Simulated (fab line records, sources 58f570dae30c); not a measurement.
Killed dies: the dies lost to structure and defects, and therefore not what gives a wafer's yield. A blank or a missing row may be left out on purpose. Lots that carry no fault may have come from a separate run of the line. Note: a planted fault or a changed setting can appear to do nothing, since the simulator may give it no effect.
Split-lot experiment -- flow berkeleyCmos170 -- 23 wafers read across 5 lots, on a route 331 steps long

## ON THE SPLIT
At UCB170_ACTIVE_OXIDATION_02 (target thk 26.4 nm, ox time 1260 s), the setting oxTimeS was moved away from the recipe's 1260 s on 20 of the 23 wafers read, by -10.8% to +6.4%. This setting was run at the recipe's value on the other wafers.

Reading taken at the split's own step.

## THE READING
SiO2_of_ACTIVE_OXIDATION_02.thkNm (the simulator's own value, which no gauge read), in nm, at UCB170_ACTIVE_OXIDATION_02 (target thk 26.4 nm, ox time 1260 s). No usual value for it is given in the file. The 3 wafers here that ran the recipe average 25.88 nm, standard deviation 0.22 nm.

wafer,"tool, chamber at the split","oxTimeS as run, s",against the recipe,"SiO2_of_ACTIVE_OXIDATION_02.thkNm, nm",against lot-mates on the recipe
L074.1,"-, -",1341,+6.4%,26.63,no lot-mate on the recipe
L074.2,"-, -",1341,+6.4%,26.21,no lot-mate on the recipe
L074.4,"-, -",1341,+6.4%,26.62,no lot-mate on the recipe
L074.5,"-, -",1341,+6.4%,26.79,no lot-mate on the recipe
L074.6,"-, -",1341,+6.4%,26.55,no lot-mate on the recipe
L075.1,"-, -",1124,-10.8%,24.95,no lot-mate on the recipe
L075.2,"-, -",1124,-10.8%,25.44,no lot-mate on the recipe
L075.4,"-, -",1124,-10.8%,25.28,no lot-mate on the recipe
L075.5,"-, -",1124,-10.8%,25.39,no lot-mate on the recipe
L075.6,"-, -",1124,-10.8%,25.42,no lot-mate on the recipe
L078.1,"-, -",1160,-7.9%,25.74,no lot-mate on the recipe
L078.3,"-, -",1160,-7.9%,25.74,no lot-mate on the recipe
L078.4,"-, -",1160,-7.9%,26.04,no lot-mate on the recipe
L078.5,"-, -",1160,-7.9%,25.33,no lot-mate on the recipe
L078.6,"-, -",1160,-7.9%,25.27,no lot-mate on the recipe
L079.2,"furnace-04, 0",1260,recipe,25.57,-
L079.4,"furnace-04, 0",1260,recipe,26.06,-
L079.5,"furnace-04, 0",1260,recipe,26,-
L083.2,"-, -",1193,-5.3%,25.85,no lot-mate on the recipe
L083.3,"-, -",1193,-5.3%,25.62,no lot-mate on the recipe
L083.4,"-, -",1193,-5.3%,25.62,no lot-mate on the recipe
L083.5,"-, -",1193,-5.3%,25.61,no lot-mate on the recipe
L083.6,"-, -",1193,-5.3%,25.81,no lot-mate on the recipe

THE FIT
A straight line over all 23 wafers: SiO2_of_ACTIVE_OXIDATION_02.thkNm changes by +0.068 nm for each +1% of oxTimeS; r = +0.89; the points scatter about the line by 0.23 nm.
Too few moved wafers with a lot-mate on the recipe to fit a line net of each lot's own level.

## FILE'S OWN FIT
SiO2_of_ACTIVE_OXIDATION_02.thkNm changes by +0.0677 nm for each +1% of oxTimeS, r = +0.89.
